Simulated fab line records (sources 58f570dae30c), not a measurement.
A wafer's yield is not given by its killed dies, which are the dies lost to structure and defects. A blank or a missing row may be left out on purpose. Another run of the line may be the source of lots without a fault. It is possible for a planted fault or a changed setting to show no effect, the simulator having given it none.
Matching of chambers :: flow berkeley-cmos170 :: UCB170_V2_CMP_02 on cmp-01 has 4 sister chambers
The step polishes SiO2. 8 wafers are shown with their chamber, then 11 later ones without.

## EACH WAFER AND ITS CHAMBER
wafer: L083.2
chamber: 0
motor-current-A (A): 15.6

wafer: L085.3
chamber: 2
motor-current-A (A): 16.3

wafer: L085.4
chamber: 3
motor-current-A (A): 15.6

wafer: L085.5
chamber: 0
motor-current-A (A): 15.0

wafer: L088.2
chamber: 2
motor-current-A (A): 16.5

wafer: L088.4
chamber: 1
motor-current-A (A): 15.2

wafer: L088.6
chamber: 1
motor-current-A (A): 15.6

wafer: L089.3
chamber: 3
motor-current-A (A): 15.5

## WAFERS WITH NO CHAMBER GIVEN
wafer: L089.5
motor-current-A (A): 15.3

wafer: L089.6
motor-current-A (A): 15.9

wafer: L090.1
motor-current-A (A): 15.7

wafer: L090.2
motor-current-A (A): 14.6

wafer: L090.6
motor-current-A (A): 16.4

wafer: L093.2
motor-current-A (A): 15.9

wafer: L093.4
motor-current-A (A): 15.4

wafer: L093.6
motor-current-A (A): 16.0

wafer: L095.2
motor-current-A (A): 15.9

wafer: L095.5
motor-current-A (A): 16.1

wafer: L095.6
motor-current-A (A): 15.7

## EACH ONE'S CHAMBER
wafer: L089.5
from the rows above: can't be placed: 0 or 1 or 3
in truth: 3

wafer: L089.6
from the rows above: can't be placed: 3 or 2 or 1 or 0
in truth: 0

wafer: L090.1
from the rows above: can't be placed: 3 or 1 or 0
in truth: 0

wafer: L090.2
from the rows above: can't be placed: 0 or 1 or 3
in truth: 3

wafer: L090.6
from the rows above: 2
in truth: 2

wafer: L093.2
from the rows above: can't be placed: 3 or 2 or 1 or 0
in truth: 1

wafer: L093.4
from the rows above: can't be placed: 1 or 0 or 3
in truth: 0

wafer: L093.6
from the rows above: can't be placed: 2 or 3 or 1 or 0
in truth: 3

wafer: L095.2
from the rows above: can't be placed: 3 or 2 or 1 or 0
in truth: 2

wafer: L095.5
from the rows above: can't be placed: 2 or 3 or 1 or 0
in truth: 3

wafer: L095.6
from the rows above: can't be placed: 3 or 1 or 0
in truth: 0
1 of 11 placed correctly. From these rows, 10 cannot be placed; in 10 the true chamber is one of the candidates. Placed wrongly: 0.
How it was worked out, from the rows above alone: a wafer's distance from a chamber is the root of the sum, over the readings, of the square of ((its reading less the chamber's mean) divided by the reading's scatter). The wafer belongs to the nearest chamber; if the next one is less than 2 further off, it can't be placed. Each chamber's mean is taken over the wafers shown for it. The scatter: take each reading less its chamber's mean, square it, sum over the shown wafers, divide by the number of wafers less the number of chambers, and take the root.
